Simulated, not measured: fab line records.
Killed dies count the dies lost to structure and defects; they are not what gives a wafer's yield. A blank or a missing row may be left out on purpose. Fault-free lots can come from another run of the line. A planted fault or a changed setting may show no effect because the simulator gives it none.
fab line records ; flow rit_cmos
record lots=6; wafers=18; last_day=7
route steps=202 shown ACTIVE@1 FOX1@20 FOX2@23 M1@202
lots untouched by any fault: they come from a run of this same line in which no faults occurred
start_h: hours from the record's opening day to when the first of the lot's shown wafers began ; wait_h: hours since the lot's step before ; " repeats the value in the row above ; L1.1+2: several wafers, shown together as one row ; - no value, or no start was given ; * or withheld: withheld ; < > ~ a bound
route shown NAME@n: a module of which the file shows steps, and the number in the route of the first ; usual: mean and standard deviation over wafers with no fault ; same: alike in all rows ; chamber/n: place in a boat ; sites: each site's reading ; _std_site: standard deviation across them ; _edge_site: outer sites' mean less inner sites' ; radius_mm: how far each site lies from the wafer's centre ; mask NAME#n: copy n ; behind: the most recent tool/chamber to have shaped the wafer ; hold: the reason the lot was held/the length of the hold in hours/how it ended ; device: whichever transistor did not switch (one of n, p or np) ; end of line: tests run on the same wafers once the route is complete ; a step given without rows: its recipe and nothing more ; killed: count of dies lost to structure and defects at first sort (not the wafer's yield) ; map: shows each die of a wafer: x if killed, . if not, _ if none is there
set.NAME: setting as actually run; set.NAME@STEP: the setting as run at that earlier step ; model.NAME: the simulator's own value behind a step, which no gauge read
lots seen at some steps along the route; tables by step, rows by wafer
services: a tool's chamber out of use, with start hour (start_h, from the record's first day; less than 0 if before it), hours out, and reason
## steps
# step RIT_ACTIVE_BOW_MEAS_00
# recipe mode=bow
# usual INCOMING_BOW=0/6
lot.wafer;tool;chamber;start_h;wait_h;INCOMING_BOW[um]
L487.2;film_metro-03;-;25.02;-;-1
L487.3;film_metro-03;-;25.02;-;-8
L487.6;film_metro-03;-;25.02;-;-2
L489.1;film_metro-01;-;35.00;-;5
L489.2;film_metro-01;-;35.00;-;7
L489.3;film_metro-01;-;35.00;-;4
L495.1;film_metro-01;-;65.00;-;16
L495.3;film_metro-01;-;65.00;-;-3
L495.5;film_metro-01;-;65.00;-;2
L502.3;film_metro-03;-;100.12;-;-6
L502.4;film_metro-03;-;100.12;-;4
L502.6;film_metro-03;-;100.12;-;-2
L504.2;film_metro-01;-;110.02;-;2
L504.4;film_metro-01;-;110.02;-;0
L504.6;film_metro-01;-;110.02;-;-1
L505.2;film_metro-01;-;115.02;-;7
L505.4;film_metro-01;-;115.02;-;2
L505.6;film_metro-01;-;115.02;-;-8
# step RIT_ACTIVE_OXIDATION_01
# recipe temp_c=1000; ambient=O2; target_thk_a=468; ox_time_s=3360
# usual spike_tc_centre_C=1002.3/1.7; spike_tc_load_C=1026/3.1; tube_center_temp_C=1000/0.088; tube_center_temp_C_max=1002.6/0.41
lot.wafer;tool;chamber;start_h;wait_h;spike_tc_centre_C;spike_tc_load_C;tube_center_temp_C;tube_center_temp_C_max;model.SiO2_of_ACTIVE_OXIDATION_01.thk_nm
L487.2;furnace-01;0;26.67;1.6;1002.6;1024;1000.1;1002.1;45.87
L487.3;furnace-01;0;26.67;1.6;1001.1;1023;1000.1;1002.9;45.19
L487.6;furnace-01;0;26.67;1.6;1001.0;1023;1000;1002.3;45.82
L489.1;furnace-01;0;36.24;1.2;1003.2;1023;1000;1003.3;46.73
L489.2;furnace-01;0;36.24;1.2;1004.0;1022;1000;1002.8;46.38
L489.3;furnace-01;0;36.24;1.2;1001.7;1021;999.93;1002.2;46.95
L495.1;furnace-04;0;66.33;1.3;999.2;1026;1000.1;1002.4;46.71
L495.3;furnace-04;0;66.33;1.3;1000.7;1026;1000.1;1002.6;46.01
L495.5;furnace-04;0;66.33;1.3;1000.8;1027;1000.1;1002.4;46.39
L502.3;furnace-01;0;105.46;5.3;1001.4;1022;999.94;1002.3;46.8
L502.4;furnace-01;0;105.46;5.3;1003.2;1022;999.97;1002.9;46.58
L502.6;furnace-01;0;105.46;5.3;1000.9;1021;1000.2;1002.2;45.86
L504.2;furnace-04;0;110.66;0.6;989.1;1016;988.06;989.9;41.68
L504.4;furnace-04;0;110.66;0.6;989.5;1015;987.95;991.0;41.67
L504.6;furnace-04;0;110.66;0.6;986.6;1014;987.93;990.2;41.64
L505.2;furnace-04;0;115.40;0.4;988.1;1015;987.86;990.5;40.57
L505.4;furnace-04;0;115.40;0.4;988.2;1014;988.09;990.4;40.92
L505.6;furnace-04;0;115.40;0.4;989.4;1015;988.14;990.4;40.18
# step RIT_ACTIVE_THK_MEAS_02
# recipe reads=SiO2_of_ACTIVE_OXIDATION_01
# usual ACTIVE_OXIDE_THK=46.6/0.88
lot.wafer;tool;chamber;start_h;wait_h;ACTIVE_OXIDE_THK[nm]
L487.2;film_metro-02;-;28.62;0.0;45.9
L487.3;film_metro-02;-;28.62;0.0;45.2
L487.6;film_metro-02;-;28.62;0.0;45.8
L489.1;film_metro-02;-;38.17;0.0;46.7
L489.2;film_metro-02;-;38.17;0.0;46.4
L489.3;film_metro-02;-;38.17;0.0;46.9
L495.1;film_metro-01;-;68.26;0.0;46.7
L495.3;film_metro-01;-;68.26;0.0;46.0
L495.5;film_metro-01;-;68.26;0.0;46.4
L502.3;film_metro-02;-;107.41;0.0;46.8
L502.4;film_metro-02;-;107.41;0.0;46.6
L502.6;film_metro-02;-;107.41;0.0;45.9
L504.2;film_metro-02;-;112.61;0.0;41.6
L504.4;film_metro-02;-;112.61;0.0;41.7
L504.6;film_metro-02;-;112.61;0.0;41.6
L505.2;film_metro-03;-;117.34;0.0;40.5
L505.4;film_metro-03;-;117.34;0.0;40.9
L505.6;film_metro-03;-;117.34;0.0;40.2
# step RIT_ACTIVE_CVD_03
# recipe material=Si3N4; target_thk_nm=150; temp_c=810; precursor=SiH2Cl2/NH3; time_s=1500; pressure_mtorr=300; sih2cl2_flow_sccm=60; nh3_flow_sccm=150
# step RIT_ACTIVE_THK_MEAS_04
# recipe reads=Si3N4_of_ACTIVE_CVD_03
# usual ACTIVE_NITRIDE_THK=150.4/1.4
lot.wafer;tool;chamber;start_h;wait_h;ACTIVE_NITRIDE_THK[nm]
L487.2;film_metro-01;-;30.09;0.0;151.9
L487.3;film_metro-01;-;30.09;0.0;151.8
L487.6;film_metro-01;-;30.09;0.0;151.0
L489.1;film_metro-03;-;39.65;0.0;149.4
L489.2;film_metro-03;-;39.65;0.0;148.7
L489.3;film_metro-03;-;39.65;0.0;148.9
L495.1;film_metro-03;-;69.74;0.0;151.5
L495.3;film_metro-03;-;69.74;0.0;150.7
L495.5;film_metro-03;-;69.74;0.0;150.5
L502.3;film_metro-01;-;108.89;0.0;151.3
L502.4;film_metro-01;-;108.89;0.0;152.2
L502.6;film_metro-01;-;108.89;0.0;151.3
L504.2;film_metro-02;-;114.81;0.0;151.3
L504.4;film_metro-02;-;114.81;0.0;151.5
L504.6;film_metro-02;-;114.81;0.0;152.2
L505.2;film_metro-01;-;118.82;0.0;151.1
L505.4;film_metro-01;-;118.82;0.0;150.3
L505.6;film_metro-01;-;118.82;0.0;149.6
# step RIT_ACTIVE_HMDS_05
# recipe prime_time_s=60; prime_temp_c=140
# step RIT_ACTIVE_COAT_06
# recipe resist=NOVOLAK; spin_rpm=3250; resist_thk_nm=1000
# step RIT_ACTIVE_SOFTBAKE_07
# recipe resist=NOVOLAK; temp_c=90; time_s=60
# step RIT_ACTIVE_EXPOSE_08
# recipe mask_id=M1; na=0.6; source_shape=conventional; sigma_outer=0.6; target_cd_nm=1400; dose_mj=225
# step RIT_ACTIVE_PEB_09
# recipe resist=NOVOLAK; temp_c=withheld; time_s=withheld
# step RIT_ACTIVE_DEVELOP_10
# recipe resist=NOVOLAK; develop_time_s=50; dev_temp_c=23
# step RIT_ACTIVE_CD_MEAS_11
# recipe target_cd_nm=1400
# usual cd_nm=1400.2/2.4
lot.wafer;tool;chamber;start_h;wait_h;cd_nm
L487.2;cd_sem-01;-;31.01;-;1398.0
L487.3;cd_sem-01;-;31.01;-;1401.5
L487.6;cd_sem-01;-;31.01;-;1398.1
L489.1;cd_sem-01;-;40.56;-;1399.7
L489.2;cd_sem-01;-;40.56;-;1397.4
L489.3;cd_sem-01;-;40.56;-;1398.8
L495.1;cd_sem-02;-;71.13;-;1396.1
L495.3;cd_sem-02;-;71.13;-;1396.8
L495.5;cd_sem-02;-;71.13;-;1398.6
L502.3;cd_sem-02;-;109.82;-;1396.7
L502.4;cd_sem-02;-;109.82;-;1398.5
L502.6;cd_sem-02;-;109.82;-;1397.6
L504.2;cd_sem-02;-;116.19;-;1397.2
L504.4;cd_sem-02;-;116.19;-;1400.7
L504.6;cd_sem-02;-;116.19;-;1398.8
L505.2;cd_sem-02;-;119.89;-;1402.7
L505.4;cd_sem-02;-;119.89;-;1403.2
L505.6;cd_sem-02;-;119.89;-;1400.5
# step RIT_ACTIVE_HARDBAKE_12
# recipe resist=NOVOLAK; temp_c=140; time_s=60
# step RIT_ACTIVE_ETCH_13
# recipe stop_on=SiO2; chemistry=SF6; target=Si3N4; time_s=210; over_etch_frac=0.4; SF6_flow_sccm=200; pressure_mtorr=260; rf_w=125; target_depth_a=2100
# usual chamber_pressure_mTorr=260.05/0.25; drypump_motor_current_A=5.8/0.56; oes_product_au=0.822/0.018; throttle_valve_pct=7.54/0.13
lot.wafer;tool;chamber;start_h;wait_h;chamber_pressure_mTorr;drypump_motor_current_A;oes_product_au;rf_hours_counter_h;throttle_valve_pct
L487.2;rie_diel-03;0;31.26;0.1;260.11;5.1;0.820;90;7.50
L487.3;rie_diel-03;2;31.26;0.1;260.03;5.6;0.814;6;7.68
L487.6;rie_diel-03;0;31.26;0.1;260.07;5.1;0.811;-;7.49
L489.1;rie_diel-02;1;40.83;0.1;259.83;5.2;0.823;120;7.59
L489.2;rie_diel-02;0;40.83;0.1;259.91;5.8;0.852;4;7.34
L489.3;rie_diel-02;3;40.83;0.1;259.94;6.7;0.822;132;7.60
L495.1;rie_diel-02;3;71.40;0.1;259.95;6.8;0.829;132;7.61
L495.3;rie_diel-02;1;71.40;0.1;260.24;5.2;0.821;120;7.56
L495.5;rie_diel-02;2;71.40;0.1;260.30;6.1;0.855;-;7.41
L502.3;rie_diel-02;2;110.05;0.1;260.23;6.1;0.852;34;7.38
L502.4;rie_diel-02;3;110.05;0.1;260.13;6.7;0.830;133;7.61
L502.6;rie_diel-02;3;110.05;0.1;260.08;6.7;0.828;-;7.60
L504.2;rie_diel-02;0;116.68;0.1;260.17;5.7;0.852;5;7.31
L504.4;rie_diel-02;3;116.68;0.1;260.35;6.7;0.832;133;7.61
L504.6;rie_diel-02;0;116.68;0.1;259.95;5.7;0.856;-;7.32
L505.2;rie_diel-04;1;120.14;0.1;259.97;5.7;0.805;152;7.51
L505.4;rie_diel-04;2;120.14;0.1;260.36;6.0;0.822;92;7.60
L505.6;rie_diel-04;1;120.14;0.1;260.14;5.7;0.815;-;7.51
# step RIT_ACTIVE_STRIP_14
# recipe chemistry=O2; time_s=180; resist=NOVOLAK; platen_temp_c=withheld; power_w=500; pressure_mtorr=4000; o2_flow_sccm=4000
# usual chamber_pressure_mTorr=4000/3.9; drypump_motor_current_A=5.6/0.51; rf_refl_power_W=6.8/1
lot.wafer;tool;chamber;start_h;wait_h;chamber_pressure_mTorr;drypump_motor_current_A;rf_hours_counter_h;rf_refl_power_W
L487.2;plasma_asher-01;0;31.40;0.1;4010;6.0;20;8.8
L487.3;plasma_asher-01;1;31.40;0.1;4003;5.7;-;6.6
L487.6;plasma_asher-01;0;31.40;0.1;3999;6.0;-;8.7
L489.1;plasma_asher-03;1;40.96;0.1;3994;4.7;38;6.2
L489.2;plasma_asher-03;0;40.96;0.1;4003;5.7;38;6.5
L489.3;plasma_asher-03;0;40.96;0.1;3999;5.7;-;6.5
L495.1;plasma_asher-01;0;71.54;0.1;4003;6.0;23;8.7
L495.3;plasma_asher-01;1;71.54;0.1;3993;5.7;-;6.2
L495.5;plasma_asher-01;1;71.54;0.1;4000;5.7;-;6.2
L502.3;plasma_asher-02;1;110.24;0.1;4002;6.5;-;6.2
L502.4;plasma_asher-02;0;110.24;0.1;3993;5.7;-;6.4
L502.6;plasma_asher-02;0;110.24;0.1;3998;5.7;-;6.4
L504.2;plasma_asher-01;1;116.81;0.1;3995;5.7;27;6.3
L504.4;plasma_asher-01;0;116.81;0.1;3997;6.0;-;8.8
L504.6;plasma_asher-01;0;116.81;0.1;3998;6.0;-;8.8
L505.2;plasma_asher-02;0;120.27;0.1;4008;5.7;47;6.3
L505.4;plasma_asher-02;0;120.27;0.1;3994;5.7;-;6.8
L505.6;plasma_asher-02;0;120.27;0.1;4003;5.7;-;6.6
# step RIT_ACTIVE_CD_MEAS_90
# recipe target_cd_nm=1400
# usual cd_nm=1400.2/2.4
lot.wafer;tool;chamber;start_h;wait_h;cd_nm
L487.2;cd_sem-02;-;31.59;0.1;1398.5
L487.3;cd_sem-02;-;31.59;0.1;1401.4
L487.6;cd_sem-02;-;31.59;0.1;1398.1
L489.1;cd_sem-02;-;41.14;0.1;1400.3
L489.2;cd_sem-02;-;41.14;0.1;1397.9
L489.3;cd_sem-02;-;41.14;0.1;1398.6
L495.1;cd_sem-01;-;71.71;0.1;1396.3
L495.3;cd_sem-01;-;71.71;0.1;1396.9
L495.5;cd_sem-01;-;71.71;0.1;1398.9
L502.3;cd_sem-02;-;110.40;0.1;1396.7
L502.4;cd_sem-02;-;110.40;0.1;1398.3
L502.6;cd_sem-02;-;110.40;0.1;1397.4
L504.2;cd_sem-02;-;117.01;0.1;1397.6
L504.4;cd_sem-02;-;117.01;0.1;1400.7
L504.6;cd_sem-02;-;117.01;0.1;1398.6
L505.2;cd_sem-02;-;120.46;0.1;1402.7
L505.4;cd_sem-02;-;120.46;0.1;1403.5
L505.6;cd_sem-02;-;120.46;0.1;1400.3
# step RIT_ACTIVE_CLEAN_15
# recipe chemistry=SC1; mix=3:3:50; time_s=600; temp_c=75
# step RIT_ACTIVE_CLEAN_16
# recipe chemistry=dHF; dilution=50:1; time_s=30
# step RIT_ACTIVE_CLEAN_17
# recipe chemistry=SC2; mix=3:3:50; time_s=600; temp_c=75; dry=n2_spin
# step RIT_FOX1_OXIDATION_00
# recipe temp_c=1100; ambient=H2O; target_thk_a=3507; p_h2o_torr=720; ox_time_s=1130
# step RIT_FOX1_THK_MEAS_01
# recipe reads=SiO2_of_FOX1_OXIDATION_00
# usual FOX1_OXIDE_THK=351/5.3
lot.wafer;tool;chamber;start_h;wait_h;FOX1_OXIDE_THK[nm]
L487.2;film_metro-04;-;35.05;0.0;348
L487.3;film_metro-04;-;35.05;0.0;345
L487.6;film_metro-04;-;35.05;0.0;352
L489.1;film_metro-04;-;44.06;0.0;348
L489.2;film_metro-04;-;44.06;0.0;351
L489.3;film_metro-04;-;44.06;0.0;354
L495.1;film_metro-04;-;78.56;0.0;361
L495.3;film_metro-04;-;78.56;0.0;349
L495.5;film_metro-04;-;78.56;0.0;349
L502.3;film_metro-04;-;113.93;0.0;351
L502.4;film_metro-04;-;113.93;0.0;350
L502.6;film_metro-04;-;113.93;0.0;350
L504.2;film_metro-01;-;119.34;0.0;356
L504.4;film_metro-01;-;119.34;0.0;350
L504.6;film_metro-01;-;119.34;0.0;352
L505.2;film_metro-01;-;122.78;0.0;350
L505.4;film_metro-01;-;122.78;0.0;350
L505.6;film_metro-01;-;122.78;0.0;348
# step RIT_FOX1_WET_ETCH_02
# recipe chemistry=BOE; target_depth_nm=350; time_s=390; temp_c=21.5; dry=n2_spin; dilution=10:1; target=SiO2
# step RIT_FOX2_OXIDATION_00
# recipe temp_c=1100; ambient=H2O; target_thk_a=3507; p_h2o_torr=720; ox_time_s=1130
# step RIT_FOX2_THK_MEAS_01
# recipe reads=SiO2_of_FOX2_OXIDATION_00
# usual FOX2_OXIDE_THK=352/5.5
lot.wafer;tool;chamber;start_h;wait_h;FOX2_OXIDE_THK[nm]
L487.2;film_metro-02;-;39.50;0.0;352
L487.3;film_metro-02;-;39.50;0.0;355
L487.6;film_metro-02;-;39.50;0.0;356
L489.1;film_metro-04;-;47.20;0.0;354
L489.2;film_metro-04;-;47.20;0.0;349
L489.3;film_metro-04;-;47.20;0.0;350
L495.1;film_metro-03;-;80.12;0.0;357
L495.3;film_metro-03;-;80.12;0.0;358
L495.5;film_metro-03;-;80.12;0.0;359
L502.3;film_metro-04;-;115.42;0.0;357
L502.4;film_metro-04;-;115.42;0.0;356
L502.6;film_metro-04;-;115.42;0.0;354
L504.2;film_metro-02;-;120.83;0.0;345
L504.4;film_metro-02;-;120.83;0.0;347
L504.6;film_metro-02;-;120.83;0.0;346
L505.2;film_metro-04;-;126.63;0.0;347
L505.4;film_metro-04;-;126.63;0.0;345
L505.6;film_metro-04;-;126.63;0.0;342
# step RIT_FOX2_CLEAN_02
# recipe chemistry=dHF; dilution=50:1; time_s=180
# step RIT_FOX2_WET_ETCH_03
# recipe chemistry=H3PO4; target=Si3N4; target_depth_nm=195; temp_c=165; time_s=2700
# usual bath_guard_temp_C=165.0/0.59
lot.wafer;tool;chamber;start_h;wait_h;bath_guard_temp_C;model.SiO2_of_ACTIVE_OXIDATION_01.thk_nm
L487.2;wet_bench-01;1;39.61;0.0;165.3;40.87
L487.3;wet_bench-01;1;39.61;0.0;165.7;40.26
L487.6;wet_bench-01;1;39.61;0.0;165.5;40.84
L489.1;wet_bench-04;0;47.32;0.0;164.7;41.7
L489.2;wet_bench-04;0;47.32;0.0;164.3;41.39
L489.3;wet_bench-04;0;47.32;0.0;165.3;40.9
L495.1;wet_bench-01;0;80.24;0.0;165.7;40.58
L495.3;wet_bench-01;0;80.24;0.0;165.4;40.96
L495.5;wet_bench-01;0;80.24;0.0;164.7;41.18
L502.3;wet_bench-01;1;115.59;0.0;165.2;41.45
L502.4;wet_bench-01;1;115.59;0.0;165.1;40.34
L502.6;wet_bench-01;1;115.59;0.0;165.5;39.75
L504.2;wet_bench-01;2;120.94;0.0;165.1;37.03
L504.4;wet_bench-01;2;120.94;0.0;165.2;36.02
L504.6;wet_bench-01;2;120.94;0.0;165.2;37.01
L505.2;wet_bench-01;0;126.74;0.0;164.8;35.87
L505.4;wet_bench-01;0;126.74;0.0;165.3;36.36
L505.6;wet_bench-01;0;126.74;0.0;165.0;35.51
# step RIT_FOX2_THK_MEAS_90
# recipe reads=SiO2_of_FOX2_OXIDATION_00
# usual FIELD_OXIDE_LEFT_1_THK=325/5.6
lot.wafer;tool;chamber;start_h;wait_h;FIELD_OXIDE_LEFT_1_THK[nm]
L487.2;film_metro-04;-;40.38;0.0;325
L487.3;film_metro-04;-;40.38;0.0;328
L487.6;film_metro-04;-;40.38;0.0;329
L489.1;film_metro-04;-;48.08;0.0;327
L489.2;film_metro-04;-;48.08;0.0;323
L489.3;film_metro-04;-;48.08;0.0;323
L495.1;film_metro-04;-;81.00;0.0;330
L495.3;film_metro-04;-;81.00;0.0;331
L495.5;film_metro-04;-;81.00;0.0;331
L502.3;film_metro-02;-;116.37;0.0;330
L502.4;film_metro-02;-;116.37;0.0;328
L502.6;film_metro-02;-;116.37;0.0;326
L504.2;film_metro-04;-;121.71;0.0;318
L504.4;film_metro-04;-;121.71;0.0;319
L504.6;film_metro-04;-;121.71;0.0;318
L505.2;film_metro-03;-;127.51;0.0;320
L505.4;film_metro-03;-;127.51;0.0;318
L505.6;film_metro-03;-;127.51;0.0;315
# step RIT_M1_PROBE_99
# usual killed_at_front_end=6.7/2.9; killed_dies=6.8/2.9; killed_open=3.5/2.1; killed_short=3.2/1.9
# same gross_dies=264; killed_at_M0_to_M3=0; killed_at_M4_up=0; killed_at_back_side=0; killed_at_contacts=0; killed_at_other=0
lot.wafer;tool;chamber;start_h;wait_h;killed_at_front_end;killed_dies;killed_open;killed_short
L487.2;prober-02;-;98.77;0.1;6;6;4;2
L487.3;prober-02;-;98.82;0.2;12;12;7;5
L487.6;prober-02;-;98.97;0.2;3;3;3;0
L504.2;prober-01;-;164.44;0.1;5;5;1;4
L504.4;prober-01;-;164.54;0.2;6;6;3;3
L504.6;prober-01;-;164.64;0.2;4;4;1;3
L505.2;prober-02;-;166.50;0.1;9;9;6;3
L505.4;prober-02;-;166.60;0.2;6;6;3;3
L505.6;prober-02;-;166.70;0.2;4;4;2;2
# killed by level:class
L487.2 GATE:geometric_particle:open=2 SPACER:geometric_particle:open=2 GATE:geometric_particle:short=1 SPACER:geometric_particle:short=1
L487.3 GATE:geometric_particle:open=3 GATE:geometric_particle:short=3 SPACER:geometric_particle:open=2 SPACER:geometric_particle:short=2 FOX1:geometric_particle:open=1 FOX2:geometric_particle:open=1
L487.6 FOX1:geometric_particle:open=1 FOX2:geometric_particle:open=1 GATE:geometric_particle:open=1
L504.2 GATE:geometric_particle:short=4 GATE:geometric_particle:open=1
L504.4 GATE:geometric_particle:short=3 GATE:geometric_particle:open=2 SPACER:geometric_particle:open=1
L504.6 SPACER:geometric_particle:short=2 FOX1:geometric_particle:short=1 SPACER:geometric_particle:open=1
L505.2 REOX:geometric_particle:open=3 REOX:geometric_particle:short=2 FOX1:geometric_particle:open=1 GATE:geometric_particle:open=1 SILICIDE:geometric_particle:short=1 SILICIDE:geometric_particle:open=1
L505.4 GATE:geometric_particle:short=2 GATE:geometric_particle:open=1 REOX:geometric_particle:open=1 SPACER:geometric_particle:short=1 SPACER:geometric_particle:open=1
L505.6 FOX1:geometric_particle:open=1 GATE:geometric_particle:open=1 REOX:geometric_particle:short=1 SILICIDE:geometric_particle:short=1
## services
tool;chamber;start_h;hours;kind
rie_diel-04;0;10.76;8.2;repair
furnace-04;-;20.87;8.5;pm
rie_diel-02;0;22.46;7.8;repair
rie_diel-02;1;25.84;1.4;repair
furnace-04;-;29.39;4.1;pm
wet_bench-01;-;31.80;1.6;repair
rie_diel-03;1;36.86;8.2;repair
rie_diel-02;2;39.93;5.0;repair
rie_diel-03;0;41.34;6.0;repair
rie_diel-03;0;50.22;8.6;repair
plasma_asher-01;-;52.31;4.0;repair
rie_diel-03;3;61.34;6.4;repair
plasma_asher-01;-;64.14;1.0;repair
rie_diel-03;-;74.32;0.6;repair
furnace-01;-;75.16;19.3;repair
furnace-01;-;94.50;2.9;pm
plasma_asher-01;-;98.66;2.8;pm
rie_diel-03;2;105.74;6.5;repair
plasma_asher-03;-;108.88;9.0;pm
plasma_asher-03;0;108.88;9.0;vent_cycle
plasma_asher-03;1;108.88;9.0;vent_cycle
rie_diel-03;2;117.10;36.1;repair
plasma_asher-03;0;117.88;-;clean
rie_diel-02;3;119.71;7.9;repair
## key
first_sign step=RIT_ACTIVE_OXIDATION_01; reading=tube_center_temp_C; direction=down; sigmas=99+; usual=*; struck=*
effect step=RIT_ACTIVE_OXIDATION_01; reading=tube_center_temp_C_max; direction=down; sigmas=29; usual=*; struck=*
effect step=RIT_ACTIVE_THK_MEAS_02; reading=ACTIVE_OXIDE_THK; direction=down; sigmas=6.3; usual=46.6; struck=41.1
model_effect step=RIT_ACTIVE_OXIDATION_01; value=SiO2_of_ACTIVE_OXIDATION_01.thk_nm; without=46.42; struck=41.11
model_effect step=RIT_FOX2_WET_ETCH_03; value=SiO2_of_ACTIVE_OXIDATION_01.thk_nm; without=41.02; struck=36.3
met_at RIT_ACTIVE_OXIDATION_01
struck_wafers L504.2,L504.4,L504.6,L505.2,L505.4,L505.6
tester_left_out L504,L505
onset_between 66.33 110.66
fault kind=process_parameter_drift; tool=furnace-04; chamber=-; onset_h=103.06; steps=RIT_ACTIVE_OXIDATION_01; channel=temp_c; offset=*; shape=step; end_h=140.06; acts_in=*; stated=*
# tester_left_out: of these lots the tester's yield and bins aren't shown, on N5 and GAA mostly nor the transistor test; their killed dies are dies lost to structure and defects alone, not to doping, threshold or leakage, so they don't give the yield
